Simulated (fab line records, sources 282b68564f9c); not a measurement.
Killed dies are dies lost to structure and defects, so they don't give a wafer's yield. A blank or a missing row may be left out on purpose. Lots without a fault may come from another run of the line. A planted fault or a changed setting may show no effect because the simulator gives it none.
fab line records | flow rit_cmos
record lots=13 wafers=39 last_day=7
route steps=202 shown ACTIVE@4 M1@202
lots that met no fault: from a run of the same line without faults
start_h: hours from the record's first day to the start of the lot's first wafer shown | wait_h: hours since the lot's step before | " the same as in the row above | L1.1+2: a row that stands for several wafers | - no value, or no start given | * or withheld: withheld | < > ~ a bound
route shown NAME@n: a module of which the file shows steps, and the number in the route of the first | usual: mean/standard deviation of fault-free wafers | same: alike in all rows | chamber/n: place in a boat | sites: the reading at each site | _std_site: their standard deviation | _edge_site: outer sites' mean less inner sites' | radius_mm: how far each site lies from the wafer's centre | mask NAME#n: copy n | behind: the tool/chamber that last shaped the wafer | hold: why the lot was held/for how many hours/how that ended | device: the transistor (n, p or np) that didn't switch | end of line: the same wafers' tests at the end of the route | a step without rows: its recipe alone | killed: dies lost to structure and defects at the first sort, not the wafer's yield | map: a wafer's dies, x killed, . not, _ none there
set.NAME: the setting as run; set.NAME@STEP: as run at that earlier step | model.NAME: the simulator's own value behind a step, which no gauge read
steps of the route over a sample of lots; a table a step, a row a wafer
services: from which hour (start_h, from the record's first day; less than 0 if before it) a tool's chamber was out of use, for how many hours, and why
## steps
# step RIT_ACTIVE_CVD_03
# recipe material=Si3N4 target_thk_nm=150 temp_c=810 precursor=SiH2Cl2/NH3 time_s=1500 pressure_mtorr=300 sih2cl2_flow_sccm=60 nh3_flow_sccm=150
# usual pressure_mtorr=300.1/0.61 spike_tc_centre_C=812.6/2 spike_tc_source_C=833.8/2.8 susceptor_temp_C=809.9/0.37
# columns lot.wafer tool chamber start_h wait_h pressure_mtorr spike_tc_centre_C spike_tc_source_C susceptor_temp_C
L170.3 lpcvd-02 0 12.11 0.0 300.3 814.8 830.5 810.0
L170.4 " 0 " " 300.6 815.6 829.4 810.6
L170.6 " 0 " " 301.1 815.3 831.8 810.3
L171.2 lpcvd-01 1 19.19 1.0 300.7 811.9 835.1 810.8
L171.4 " 1 " " 301.0 811.9 837.0 810.6
L171.6 " 1 " " 300.6 809.4 837.9 810.0
L172.1 lpcvd-01 1 22.27 0.1 299.2 810.4 835.3 809.4
L172.3 " 1 " " 298.6 809.8 836.9 809.8
L172.6 " 1 " " 299.9 811.9 837.1 809.7
L174.1 lpcvd-01 1 32.17 0.1 300.5 812.5 837.8 810.5
L174.5 " 1 " " 300.5 808.9 835.4 809.7
L174.6 " 1 " " 300.3 809.2 836.4 809.7
L175.1 lpcvd-01 0 37.11 0.1 300.4 813.4 833.5 809.5
L175.2 " 0 " " 300.2 814.7 833.5 810.0
L175.4 " 0 " " 299.8 814.9 834.7 809.8
L177.2 lpcvd-01 1 47.18 0.0 300.4 810.8 836.6 809.9
L177.3 " 1 " " 301.2 810.7 838.7 809.9
L177.4 " 1 " " 299.7 808.9 836.8 810.1
L180.1 lpcvd-02 0 63.59 0.1 151.1 815.3 828.4 809.8
L180.3 " 0 " " 149.3 816.7 829.9 810.1
L180.6 " 0 " " 149.9 814.0 830.8 810.5
L184.2 lpcvd-01 0 83.49 0.0 300.2 813.6 833.8 809.3
L184.3 " 0 " " 300.5 814.2 833.7 808.9
L184.5 " 0 " " 300.3 813.2 833.7 809.4
L185.1 lpcvd-01 0 87.11 0.1 300.4 813.1 834.5 809.9
L185.3 " 0 " " 301.2 813.7 832.4 809.4
L185.4 " 0 " " 300.6 814.6 833.0 809.4
L186.2 lpcvd-01 0 92.67 0.0 299.9 813.0 832.6 809.7
L186.4 " 0 " " 299.4 811.2 834.0 810.0
L186.6 " 0 " " 300.0 814.9 833.7 809.4
L187.3 lpcvd-01 0 97.31 0.0 300.0 812.0 834.8 809.4
L187.4 " 0 " " 300.8 813.3 833.2 809.2
L187.5 " 0 " " 299.5 813.5 831.9 809.3
L189.1 lpcvd-01 1 107.11 0.1 300.1 810.8 836.7 810.1
L189.2 " 1 " " 300.4 812.0 837.5 809.9
L189.3 " 1 " " 300.1 810.2 836.1 810.1
L191.1 lpcvd-01 0 117.86 0.1 299.9 812.1 836.0 810.4
L191.3 " 0 " " 300.1 814.2 833.2 810.2
L191.5 " 0 " " 299.8 812.9 835.7 810.4
# step RIT_ACTIVE_THK_MEAS_04
# recipe reads=Si3N4_of_ACTIVE_CVD_03
# usual ACTIVE_NITRIDE_THK=149.9/1.5
# columns lot.wafer tool chamber start_h wait_h ACTIVE_NITRIDE_THK[nm]
L170.3 film_metro-02 - 14.26 0.0 150.1
L170.4 " - " " 151.6
L170.6 " - " " 151.4
L171.2 film_metro-03 - 20.62 0.0 152.3
L171.4 " - " " 152.8
L171.6 " - " " 153.2
L172.1 film_metro-02 - 23.69 0.0 149.9
L172.3 " - " " 149.8
L172.6 " - " " 150.1
L174.1 film_metro-02 - 33.58 0.0 148.5
L174.5 " - " " 147.6
L174.6 " - " " 147.1
L175.1 film_metro-02 - 38.53 0.0 147.3
L175.2 " - " " 148.0
L175.4 " - " " 148.8
L177.2 film_metro-03 - 48.61 0.0 149.5
L177.3 " - " " 148.9
L177.4 " - " " 148.6
L180.1 film_metro-02 - 65.01 0.0 121.4
L180.3 " - " " 121.5
L180.6 " - " " 120.7
L184.2 film_metro-03 - 84.92 0.0 150.6
L184.3 " - " " 150.7
L184.5 " - " " 150.2
L185.1 film_metro-03 - 88.53 0.0 149.9
L185.3 " - " " 149.5
L185.4 " - " " 150.0
L186.2 film_metro-01 - 94.10 0.0 147.9
L186.4 " - " " 148.6
L186.6 " - " " 147.4
L187.3 film_metro-03 - 99.45 0.0 151.0
L187.4 " - " " 150.8
L187.5 " - " " 150.6
L189.1 film_metro-01 - 108.53 0.0 147.3
L189.2 " - " " 149.2
L189.3 " - " " 148.5
L191.1 film_metro-03 - 119.27 0.0 149.1
L191.3 " - " " 150.2
L191.5 " - " " 149.2
# step RIT_ACTIVE_ETCH_13
# recipe stop_on=SiO2 chemistry=SF6 target=Si3N4 time_s=210 over_etch_frac=0.4 SF6_flow_sccm=200 pressure_mtorr=260 rf_w=125 target_depth_a=2100
# usual drypump_motor_current_A=5.9/0.45 oes_product_au=0.824/0.016 throttle_valve_pct=7.47/0.1
# columns lot.wafer tool chamber start_h wait_h drypump_motor_current_A oes_product_au rf_hours_counter_h throttle_valve_pct
L170.3 rie_diel-01 3 15.54 0.1 5.5 0.816 0 7.43
L170.4 " 1 " " 6.4 0.822 - 7.38
L170.6 " 3 " " 5.5 0.811 - 7.40
L171.2 rie_diel-01 3 22.00 0.1 5.4 0.815 1 7.42
L171.4 " 2 " " 5.7 0.837 - 7.38
L171.6 " 3 " " 5.5 0.818 - 7.42
L172.1 rie_diel-04 1 25.07 0.1 6.7 0.808 64 7.54
L172.3 " 0 " " 5.8 0.826 159 7.56
L172.6 " 1 " " 6.8 0.806 - 7.52
L174.1 rie_diel-01 2 34.76 0.1 5.7 0.821 156 7.37
L174.5 " 0 " " 5.4 0.808 - 7.38
L174.6 " 1 " " 6.4 0.815 - 7.38
L175.1 rie_diel-02 3 39.94 0.1 6.1 0.842 105 7.59
L175.2 " 0 " " 5.6 0.803 81 7.51
L175.4 " 1 " " 6.1 0.842 151 7.36
L177.2 rie_diel-01 1 49.78 0.1 6.4 0.817 151 7.40
L177.3 " 0 " " 5.4 0.798 0 7.38
L177.4 " 3 " " 5.5 0.808 1 7.41
L180.1 rie_diel-04 1 66.32 0.1 6.7 0.730 65 7.52
L180.3 " 2 " " 6.6 0.740 30 7.40
L180.6 " 0 " " 5.8 0.731 - 7.54
L184.2 rie_diel-02 2 86.40 0.1 5.3 0.826 84 7.68
L184.3 " 3 " " 6.1 0.852 105 7.60
L184.5 " 0 " " 5.6 0.807 - 7.52
L185.1 rie_diel-02 2 89.71 0.1 5.3 0.823 84 7.67
L185.3 " 0 " " 5.6 0.817 82 7.52
L185.4 " 3 " " 6.1 0.843 105 7.60
L186.2 rie_diel-01 0 95.27 0.1 5.4 0.799 1 7.36
L186.4 " 1 " " 6.4 0.822 152 7.39
L186.6 " 1 " " 6.4 0.814 - 7.39
L187.3 rie_diel-02 0 100.86 0.1 5.6 0.811 82 7.52
L187.4 " 3 " " 6.2 0.847 - 7.59
L187.5 " 1 " " 6.1 0.850 - 7.38
L189.1 rie_diel-01 3 109.91 0.1 5.4 0.801 2 7.42
L189.2 " 1 " " 6.4 0.824 152 7.39
L189.3 " 2 " " 5.7 0.825 157 7.36
L191.1 rie_diel-02 2 120.67 0.1 5.3 0.823 85 7.67
L191.3 " 3 " " 6.2 0.840 106 7.58
L191.5 " 0 " " 5.6 0.801 - 7.51
# step RIT_M1_PROBE_99
# usual killed_at_contacts=0.1/0.32 killed_at_front_end=6/3.1 killed_dies=7/3.2 killed_open=3.1/1.9 killed_short=3.5/2.2
# same gross_dies=264 killed_at_M0_to_M3=0 killed_at_M4_up=0 killed_at_back_side=0 killed_at_other=0
# columns lot.wafer tool chamber start_h wait_h killed_at_contacts killed_at_front_end killed_dies killed_open killed_short
L177.2 prober-01 - 98.25 0.1 0 6 6 4 2
L177.3 prober-01 - 98.30 0.2 0 7 7 3 4
L177.4 prober-01 - 98.35 0.2 0 5 5 3 2
L189.1 prober-01 - 161.76 0.1 0 3 3 2 1
L189.2 prober-01 - 161.81 0.1 0 3 3 3 0
L189.3 prober-01 - 161.86 0.2 0 8 8 4 4
# killed by level:class
L177.2 SILICIDE:geometric_particle:open=2 FOX1:geometric_particle:short=1 FOX1:geometric_particle:open=1 GATE:geometric_particle:open=1 GATE:geometric_particle:short=1
L177.3 FOX1:geometric_particle:short=3 GATE:geometric_particle:open=2 GATE:geometric_particle:short=1 SILICIDE:geometric_particle:open=1
L177.4 FOX1:geometric_particle:open=1 GATE:geometric_particle:short=1 GATE:geometric_particle:open=1 REOX:geometric_particle:short=1 SPACER:geometric_particle:open=1
L189.1 ACTIVE:geometric_particle:short=1 FOX2:geometric_particle:open=1 GATE:geometric_particle:open=1
L189.2 GATE:geometric_particle:open=1 REOX:geometric_particle:open=1 SPACER:geometric_particle:open=1
L189.3 GATE:geometric_particle:open=2 FOX1:geometric_particle:short=1 FOX1:geometric_particle:open=1 FOX2:geometric_particle:short=1 GATE:geometric_particle:short=1 SPACER:geometric_particle:open=1 SILICIDE:geometric_particle:short=1
## services
# columns tool chamber start_h hours kind
rie_diel-02 3 -9.75 7.1 repair
rie_diel-01 0 4.14 - clean
rie_diel-01 0 4.14 - consumable_replace:esc
rie_diel-01 0 4.14 23.5 scheduled_down
rie_diel-01 0 4.14 23.5 vent_cycle
lpcvd-01 - 34.94 0.9 repair
rie_diel-04 3 46.71 8.7 repair
rie_diel-01 0 58.46 7.9 repair
rie_diel-01 0 80.34 5.4 repair
rie_diel-02 - 92.53 0.3 repair
rie_diel-02 2 95.01 11.4 repair
rie_diel-04 0 98.92 - clean
rie_diel-04 0 98.92 19.9 scheduled_down
rie_diel-04 0 98.92 19.9 vent_cycle
rie_diel-01 0 108.62 3.2 repair
rie_diel-01 2 111.84 - clean
rie_diel-01 2 111.84 20.7 scheduled_down
rie_diel-01 2 111.84 20.7 vent_cycle
## key
first_sign step=RIT_ACTIVE_CVD_03 reading=pressure_mtorr direction=down sigmas=99+ usual=300.1 struck=150.1
effect step=RIT_ACTIVE_THK_MEAS_04 reading=ACTIVE_NITRIDE_THK direction=down sigmas=20 usual=149.9 struck=121.2
effect step=RIT_ACTIVE_ETCH_13 reading=oes_product_au direction=down sigmas=5.5 usual=0.824 struck=0.734
met_at RIT_ACTIVE_CVD_03
struck_lots L180
struck_wafers L180.1,L180.3,L180.6
tester_left_out L180
onset_between 12.11 63.59
fault kind=process_parameter_drift tool=lpcvd-02 chamber=0 onset_h=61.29 steps=RIT_ACTIVE_CVD_03 channel=pressure_mtorr offset=-150 shape=step end_h=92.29 acts_in=these_recipes_only stated=300
# tester_left_out: of these lots the tester's yield and bins aren't shown, on N5 and GAA mostly nor the transistor test; their killed dies are dies lost to structure and defects alone, not to doping, threshold or leakage, so they don't give the yield
